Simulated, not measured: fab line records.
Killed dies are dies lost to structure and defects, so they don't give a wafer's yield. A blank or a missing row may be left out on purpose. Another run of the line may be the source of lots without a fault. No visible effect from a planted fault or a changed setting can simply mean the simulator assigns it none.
Which tool is to blame? :: flow berkeley_cmos170 :: 39 wafers from 13 lots sampled at 5 of the route's 331 steps

## WHAT THE GAUGES READ, wafer by wafer
UCB170_NWELL_THK_MEAS_05. Usual: NWELL_NITRIDE_THK typically reads 224.0 nm, with standard deviation 2.3.
lot: L321
measured: day 2 06:28
on: film_metro-04
NWELL_NITRIDE_THK (nm): 222.3 223.4 224.3
flag: 

lot: L322
measured: day 2 10:43
on: film_metro-01
NWELL_NITRIDE_THK (nm): 223.6 223.6 222.1
flag: 

lot: L323
measured: day 2 17:27
on: film_metro-04
NWELL_NITRIDE_THK (nm): 222.0 222.5 221.3
flag: 

lot: L324
measured: day 2 18:43
on: film_metro-04
NWELL_NITRIDE_THK (nm): 224.2 223.8 223.6
flag: 

lot: L325
measured: day 3 09:49
on: film_metro-01
NWELL_NITRIDE_THK (nm): 222.9 222.1 224.4
flag: 

lot: L326
measured: day 3 09:49
on: film_metro-03
NWELL_NITRIDE_THK (nm): 223.7 221.9 222.1
flag: 

lot: L327
measured: day 3 13:41
on: film_metro-04
NWELL_NITRIDE_THK (nm): 219.9 220.7 218.5
flag: 

lot: L330
measured: day 3 22:29
on: film_metro-01
NWELL_NITRIDE_THK (nm): 228.3 226.4 226.3
flag: 

lot: L332
measured: day 4 05:20
on: film_metro-04
NWELL_NITRIDE_THK (nm): 225.5 226.4 224.9
flag: 

lot: L334
measured: day 4 17:16
on: film_metro-03
NWELL_NITRIDE_THK (nm): 242.0 243.1 243.0
flag: OFF

lot: L337
measured: day 5 14:22
on: film_metro-03
NWELL_NITRIDE_THK (nm): 225.1 224.8 224.3
flag: 

lot: L338
measured: day 5 14:25
on: film_metro-01
NWELL_NITRIDE_THK (nm): 226.1 228.2 228.0
flag: 

lot: L342
measured: day 6 08:14
on: film_metro-01
NWELL_NITRIDE_THK (nm): 227.5 228.1 228.4
flag: 

UCB170_M2_CD_MEAS_90: the cd target is 700 nm. Usual: cd_nm 697 nm, standard deviation 3.2.
lot: L321
measured: day 7 16:10
on: cd_sem-02
cd_nm (nm): 691 690 697
flag: 

lot: L322
measured: day 7 16:59
on: cd_sem-01
cd_nm (nm): 693 694 690
flag: 

lot: L323
measured: day 8 01:44
on: cd_sem-01
cd_nm (nm): 704 700 701
flag: 

lot: L324
measured: day 8 03:34
on: cd_sem-01
cd_nm (nm): 692 698 696
flag: 

lot: L325
measured: day 8 21:52
on: cd_sem-01
cd_nm (nm): 698 693 695
flag: 

lot: L326
measured: day 8 20:26
on: cd_sem-02
cd_nm (nm): 697 701 696
flag: 

lot: L327
measured: day 8 21:49
on: cd_sem-02
cd_nm (nm): 699 690 701
flag: 

lot: L330
measured: day 8 20:43
on: cd_sem-01
cd_nm (nm): 690 696 694
flag: 

lot: L332
measured: day 9 05:56
on: cd_sem-01
cd_nm (nm): 700 695 700
flag: 

lot: L334
measured: day 9 12:20
on: cd_sem-01
cd_nm (nm): 700 697
flag: 

lot: L337
measured: day 10 13:23
on: cd_sem-02
cd_nm (nm): 695 695 694
flag: 

lot: L338
measured: day 10 13:37
on: cd_sem-01
cd_nm (nm): 701 701 698
flag: 

lot: L342
measured: day 11 16:41
on: cd_sem-01
cd_nm (nm): 692 700 694
flag: 

UCB170_M3_RS_MEAS_02: a four-point-probe measurement. Usual: M3_AL_RS typically reads 0.0322 ohm/sq, with standard deviation 0.0004.
lot: L321
measured: day 7 19:37
on: film_metro-03
M3_AL_RS (ohm/sq): 0.0315 0.0317 0.0312
flag: 

lot: L322
measured: day 7 20:40
on: film_metro-01
M3_AL_RS (ohm/sq): 0.0321 0.0327 0.0322
flag: 

lot: L323
measured: day 8 04:26
on: film_metro-02
M3_AL_RS (ohm/sq): 0.0326 0.0323 0.0325
flag: 

lot: L324
measured: day 8 06:44
on: film_metro-02
M3_AL_RS (ohm/sq): 0.0328 0.0321 0.0323
flag: 

lot: L325
measured: day 9 00:38
on: film_metro-03
M3_AL_RS (ohm/sq): 0.0317 0.0320 0.0326
flag: 

lot: L326
measured: day 8 23:27
on: film_metro-03
M3_AL_RS (ohm/sq): 0.0323 0.0329 0.0326
flag: 

lot: L327
measured: day 9 00:56
on: film_metro-02
M3_AL_RS (ohm/sq): 0.0329 0.0331 0.0331
flag: 

lot: L330
measured: day 9 00:29
on: film_metro-01
M3_AL_RS (ohm/sq): 0.0323 0.0319 0.0319
flag: 

lot: L332
measured: day 9 08:46
on: film_metro-03
M3_AL_RS (ohm/sq): 0.0319 0.0317 0.0319
flag: 

lot: L334
measured: day 9 15:11
on: film_metro-03
M3_AL_RS (ohm/sq): 0.0318 0.0321
flag: 

lot: L337
measured: day 10 16:23
on: film_metro-01
M3_AL_RS (ohm/sq): 0.0325 0.0322 0.0327
flag: 

lot: L338
measured: day 10 16:38
on: film_metro-03
M3_AL_RS (ohm/sq): 0.0319 0.0318 0.0319
flag: 

lot: L342
measured: day 11 19:37
on: film_metro-01
M3_AL_RS (ohm/sq): 0.0323 0.0322 0.0317
flag: 

## TOOL THAT RAN EACH LOT (tool first, then ch and the chambers of the sampled wafers, then the start)
lot: L321
UCB170_NWELL_CVD_04: lpcvd-02 ch 0, day 2 03:33
UCB170_V1_CVD_00: pecvd-01 ch 1,2, day 7 06:56

lot: L322
UCB170_NWELL_CVD_04: lpcvd-02 ch 1, day 2 07:48
UCB170_V1_CVD_00: pecvd-01 ch 1,2, day 7 07:14

lot: L323
UCB170_NWELL_CVD_04: lpcvd-01 ch 1, day 2 15:31
UCB170_V1_CVD_00: pecvd-02 ch 0,1,2, day 7 18:29

lot: L324
UCB170_NWELL_CVD_04: lpcvd-02 ch 0, day 2 16:46
UCB170_V1_CVD_00: pecvd-01 ch 0,1,2, day 7 21:04

lot: L325
UCB170_NWELL_CVD_04: lpcvd-02 ch 0, day 3 07:53
UCB170_V1_CVD_00: pecvd-02 ch 0,2, day 8 13:04

lot: L326
UCB170_NWELL_CVD_04: lpcvd-02 ch 1, day 3 07:53
UCB170_V1_CVD_00: pecvd-02 ch 0,1,2, day 8 10:29

lot: L327
UCB170_NWELL_CVD_04: lpcvd-02 ch 0, day 3 11:44
UCB170_V1_CVD_00: pecvd-01 ch 0,1,2, day 8 13:09

lot: L330
UCB170_NWELL_CVD_04: lpcvd-01 ch 1, day 3 20:33
UCB170_V1_CVD_00: pecvd-01 ch 1,2, day 8 10:29

lot: L332
UCB170_NWELL_CVD_04: lpcvd-01 ch 1, day 4 03:23
UCB170_V1_CVD_00: pecvd-02 ch 0,1, day 8 23:19

lot: L334
UCB170_NWELL_CVD_04: lpcvd-02 ch 0, day 4 15:20
UCB170_V1_CVD_00: pecvd-02 ch 1, day 9 07:01

lot: L337
UCB170_NWELL_CVD_04: lpcvd-01 ch 1, day 5 12:26
UCB170_V1_CVD_00: pecvd-03 ch 1,2, day 10 05:56

lot: L338
UCB170_NWELL_CVD_04: lpcvd-01 ch 1, day 5 12:26
UCB170_V1_CVD_00: pecvd-01 ch 0,1,2, day 10 05:56

lot: L342
UCB170_NWELL_CVD_04: lpcvd-01 ch 1, day 6 06:19
UCB170_V1_CVD_00: pecvd-03 ch 0,2, day 11 10:16
- UCB170_NWELL_CVD_04: deposits Si3N4 from SiH2Cl2/NH3, target thk 224 nm, time 3360 s.
- UCB170_V1_CVD_00: deposits SiO2 from TEOS/O2, target thk 2000 nm, time 250 s.

## AS READ BY THE TOOLS THEMSELVES (means over the sampled wafers that have a number; for cases with no such wafer, the mark the record gives instead)
UCB170_NWELL_CVD_04. Usual: sih2cl2_flow_sccm 25.00 sccm, standard deviation 0.076; zone_power_load_pct 20.2 %, standard deviation 1.5.
lot: L321
tool: lpcvd-02
sih2cl2_flow_sccm (sccm): 24.97
zone_power_load_pct (%): 18.8
flag: 

lot: L322
tool: lpcvd-02
sih2cl2_flow_sccm (sccm): 24.99
zone_power_load_pct (%): 19.5
flag: 

lot: L323
tool: lpcvd-01
sih2cl2_flow_sccm (sccm): 24.95
zone_power_load_pct (%): 21.7
flag: 

lot: L324
tool: lpcvd-02
sih2cl2_flow_sccm (sccm): 24.99
zone_power_load_pct (%): 18.9
flag: 

lot: L325
tool: lpcvd-02
sih2cl2_flow_sccm (sccm): 25.05
zone_power_load_pct (%): 19.0
flag: 

lot: L326
tool: lpcvd-02
sih2cl2_flow_sccm (sccm): 24.95
zone_power_load_pct (%): 19.8
flag: 

lot: L327
tool: lpcvd-02
sih2cl2_flow_sccm (sccm): 25.02
zone_power_load_pct (%): 18.7
flag: 

lot: L330
tool: lpcvd-01
sih2cl2_flow_sccm (sccm): 25.08
zone_power_load_pct (%): 21.9
flag: 

lot: L332
tool: lpcvd-01
sih2cl2_flow_sccm (sccm): 25.06
zone_power_load_pct (%): 22.0
flag: 

lot: L334
tool: lpcvd-02
sih2cl2_flow_sccm (sccm): 24.98
zone_power_load_pct (%): 18.8
flag: 

lot: L337
tool: lpcvd-01
sih2cl2_flow_sccm (sccm): 25.06
zone_power_load_pct (%): 21.8
flag: 

lot: L338
tool: lpcvd-01
sih2cl2_flow_sccm (sccm): 24.95
zone_power_load_pct (%): 22.0
flag: 

lot: L342
tool: lpcvd-01
sih2cl2_flow_sccm (sccm): 24.91
zone_power_load_pct (%): 21.8
flag: 

UCB170_V1_CVD_00. Usual: heater_power_w 265 W, standard deviation 62.
lot: L321
tool: pecvd-01
heater_power_w (W): 283
flag: 

lot: L322
tool: pecvd-01
heater_power_w (W): 296
flag: 

lot: L323
tool: pecvd-02
heater_power_w (W): 270
flag: 

lot: L324
tool: pecvd-01
heater_power_w (W): 242
flag: 

lot: L325
tool: pecvd-02
heater_power_w (W): 252
flag: 

lot: L326
tool: pecvd-02
heater_power_w (W): 279
flag: 

lot: L327
tool: pecvd-01
heater_power_w (W): 281
flag: 

lot: L330
tool: pecvd-01
heater_power_w (W): 298
flag: 

lot: L332
tool: pecvd-02
heater_power_w (W): 196
flag: 

lot: L334
tool: pecvd-02
heater_power_w (W): 228
flag: 

lot: L337
tool: pecvd-03
heater_power_w (W): 248
flag: 

lot: L338
tool: pecvd-01
heater_power_w (W): 279
flag: 

lot: L342
tool: pecvd-03
heater_power_w (W): 251
flag: 

## THE ANSWER, worked out from the rows above alone
Rule: lot off if the mean of its wafers having a number is beyond 3 standard deviations from the usual mean. Also off: a lot with no number at a reading for which 4 or more lots have one. All remaining lots with rows at the step are treated as sound. The gauges are gone through in route order, then the tools' own readings, and for those a lot's mean is taken as printed above. At the first step where some lot is off, the reading lying furthest off is the one used; lots without a number count as furthest.
Off: L334, seen at UCB170_NWELL_THK_MEAS_05 (NWELL_NITRIDE_THK).
If a tool, at a process step before that reading, ran all the lots that are off and no sound lot after the first of them, it fits. The gauges at UCB170_NWELL_THK_MEAS_05 are tried like those tools. One fits: UCB170_NWELL_CVD_04 on lpcvd-02. Its last sound lot is L327 (day 3 11:44), its first lot that is off L334 (day 4 15:20): a fault that began between those two fits.

## WHAT WAS PUT IN BY THE SIMULATOR
lpcvd-02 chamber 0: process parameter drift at UCB170_NWELL_CVD_04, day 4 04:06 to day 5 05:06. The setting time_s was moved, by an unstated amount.
Shown lots that were struck: L334. The rule above reached the same finding.
